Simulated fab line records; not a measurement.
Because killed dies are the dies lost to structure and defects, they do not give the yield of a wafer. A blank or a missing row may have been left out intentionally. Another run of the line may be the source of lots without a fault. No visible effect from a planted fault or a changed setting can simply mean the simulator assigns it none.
A lot that was struck, set against a sound lot ; flow berkeley_cmos170 ; 44 steps out of a route of 331
Sound: these wafers, L197.1, L197.2, L197.4. The struck wafers were L206.1, L206.3, L206.6. The cause is named last.
Order at every step that has rows: each side's tool, ch and its chambers, its first start. Under that, the readings that differ: sound wafers ; struck wafers ; difference of the means ; sigmas: that difference in standard deviations of wafers without a fault.
alike: readings whose means differ by less than 2 such deviations, and words and numbers that are the same on both sides. not compared: withheld readings, readings that some wafer has no value for, bounds like >300 that may hide the same value, and numbers for which the record gives no deviation and whose values overlap.
The two part at a step that has a row with sigmas, a row that says differs or no value, or rows on one side only. Numbers that don't overlap but have no deviation are shown without sigmas and don't part them. A reading that every wafer of one side lacks parts them only if that side has two wafers or more.

UCB170_GATE_STRIP_16: strips in O2.
  sound on plasma_asher-02 ch 0,1, day 8 03:19; struck on plasma_asher-03 ch 0,1, day 10 09:17
  alike: drypump_motor_current_A, o2_flow_sccm, oes_product_au
  not compared: rf_hours_counter_h
UCB170_GATE_CD_MEAS_90: target cd 350 nm.
  sound on cd_sem-02 at day 8 03:25; struck on cd_sem-02 at day 10 09:24
  alike: cd_nm
then, 7 steps without rows for these wafers: UCB170_GATE_CLEAN_17 (cleans in SPM, time 600 s); UCB170_PLDD_HMDS_00 (prime time 60 s); UCB170_PLDD_COAT_01 (resist thk 900 nm); UCB170_PLDD_SOFTBAKE_02 (time 60 s); UCB170_PLDD_EXPOSE_03 (exposes mask PSELECT, target cd 1200 nm); UCB170_PLDD_PEB_04; UCB170_PLDD_DEVELOP_05 (develop time 45 s).
UCB170_PLDD_CD_MEAS_06: target cd 1200 nm.
  sound on cd_sem-02 at day 8 05:24; struck on cd_sem-01 at day 10 11:19
reading;sound;struck;difference;sigmas
cd_nm (nm);1200.6 1201.8 1201.5;1197.0 1196.0 1198.1;-4.3;-3
UCB170_PLDD_OVL_MEAS_07:
  sound on overlay-01 at day 8 05:31; struck on overlay-02 at day 10 11:26
  alike: PLDD_OVL
following that, these wafers have no rows for 1 step: UCB170_PLDD_IMPLANT_08.
UCB170_PLDD_IMPLANT_09:
  sound on implanter-04 ch 0, day 8 05:42; struck on implanter-04 ch 0, day 10 11:38
reading;sound;struck;difference;sigmas
beam_on_s (s);9.93 10.13 10.09;14.53 14.52 13.87;+4.26;+20
faraday_current_uA;161 156 158;110 109 114;-47;-15
UCB170_PLDD_STRIP_10: strips in O2.
  sound on plasma_asher-04 ch 0,1, day 8 05:51; struck on plasma_asher-03 ch 0,1, day 10 11:47
  alike: drypump_motor_current_A, o2_flow_sccm, oes_product_au, strip_time_to_endpoint_s
  not compared: rf_hours_counter_h
UCB170_PLDD_TW_MEAS_11:
  sound on film_metro-03 at day 8 05:57; struck on film_metro-04 at day 10 11:53
reading;sound;struck;difference;sigmas
PLDD_TW;1031 1036 1036;1064 1069 1064;+31;+2
then, 7 steps without rows for these wafers: UCB170_PLDD_CLEAN_12 (cleans in SPM, time 600 s); UCB170_NLDD_HMDS_00 (prime time 60 s); UCB170_NLDD_COAT_01 (resist thk 900 nm); UCB170_NLDD_SOFTBAKE_02 (time 60 s); UCB170_NLDD_EXPOSE_03 (exposes mask NSELECT, target cd 1200 nm); UCB170_NLDD_PEB_04; UCB170_NLDD_DEVELOP_05 (develop time 45 s).
UCB170_NLDD_CD_MEAS_06: target cd 1200 nm.
  sound on cd_sem-02 at day 8 07:19; struck on cd_sem-01 at day 10 14:55
  alike: cd_nm
UCB170_NLDD_OVL_MEAS_07:
  sound on overlay-02 at day 8 07:26; struck on overlay-01 at day 10 15:02
  alike: NLDD_OVL
then, 2 steps without rows for these wafers: UCB170_NLDD_IMPLANT_08; UCB170_NLDD_IMPLANT_09.
UCB170_NLDD_STRIP_10: strips in O2.
  sound on plasma_asher-02 ch 0,1, day 8 07:47; struck on plasma_asher-01 ch 1, day 10 15:22
  alike: drypump_motor_current_A, o2_flow_sccm, oes_product_au, strip_time_to_endpoint_s
  not compared: rf_hours_counter_h
UCB170_NLDD_TW_MEAS_11:
  sound on film_metro-02 at day 8 07:53; struck on film_metro-04 at day 10 15:28
reading;sound;struck;difference;sigmas
NLDD_TW;2281 2277 2274;2209 2212 2206;-68;-2
then, 1 step without rows for these wafers: UCB170_NLDD_CLEAN_12 (cleans in SPM, time 600 s).
UCB170_SPACER_CVD_00: deposits SiO2 from TEOS/O2, target thk 376 nm, time 47 s.
  sound on pecvd-03 ch 0,2, day 8 08:07; struck on pecvd-01 ch 1,2, day 10 15:42
  alike: heater_power_w
UCB170_SPACER_THK_MEAS_01:
  sound on film_metro-04 at day 8 08:09; struck on film_metro-04 at day 10 15:44
  alike: SPACER_TEOS_THK
then, 1 step without rows for these wafers: UCB170_SPACER_ANNEAL_02 (time 1800 s).
UCB170_SPACER_ETCHBACK_03: etches SiO2 in CHF3/CF4/Ar, stops on Si, target depth 376 nm, time 100 s.
  sound on rie_diel-01 ch 0,1,2, day 8 14:19; struck on rie_diel-02 ch 0,1, day 10 22:16
  alike: CHF3_flow_sccm, drypump_motor_current_A, oes_product_au, throttle_valve_pct
  not compared: rf_hours_counter_h
then, 6 steps without rows for these wafers: UCB170_PSD_HMDS_00 (prime time 60 s); UCB170_PSD_COAT_01 (resist thk 900 nm); UCB170_PSD_SOFTBAKE_02 (time 60 s); UCB170_PSD_EXPOSE_03 (exposes mask PSELECT MOD, target cd 1200 nm); UCB170_PSD_PEB_04; UCB170_PSD_DEVELOP_05 (develop time 45 s).
UCB170_PSD_CD_MEAS_06: target cd 1200 nm.
  sound on cd_sem-02 at day 8 15:35; struck on cd_sem-02 at day 10 23:31
reading;sound;struck;difference;sigmas
cd_nm (nm);1201.9 1200.9 1199.8;1195.5 1196.8 1196.3;-4.7;-3
UCB170_PSD_OVL_MEAS_07:
  sound on overlay-02 at day 8 15:42; struck on overlay-01 at day 10 23:38
  alike: PSD_OVL
following that, these wafers have no rows for 1 step: UCB170_PSD_IMPLANT_08.
UCB170_SDANNEAL_RS_MEAS_04: measurement is done with a four-point probe.
  sound on film_metro-03 at day 8 19:47; struck on film_metro-04 at day 11 03:39
reading;sound;struck;difference;sigmas
PLDD_RS (ohm/sq);1035.8 1033.2 1032.4;886.6 883.9 884.1;-148.9;-62
  not compared: hold
UCB170_M3_PROBE_99:
  rows exist in the record for the sound wafers here (prober-01, day 9 22:14), none for the struck ones

WHERE THEY PART
Earliest at UCB170_PLDD_CD_MEAS_06; latest, in this record, at UCB170_M3_PROBE_99.

WHY: what the simulator had put in
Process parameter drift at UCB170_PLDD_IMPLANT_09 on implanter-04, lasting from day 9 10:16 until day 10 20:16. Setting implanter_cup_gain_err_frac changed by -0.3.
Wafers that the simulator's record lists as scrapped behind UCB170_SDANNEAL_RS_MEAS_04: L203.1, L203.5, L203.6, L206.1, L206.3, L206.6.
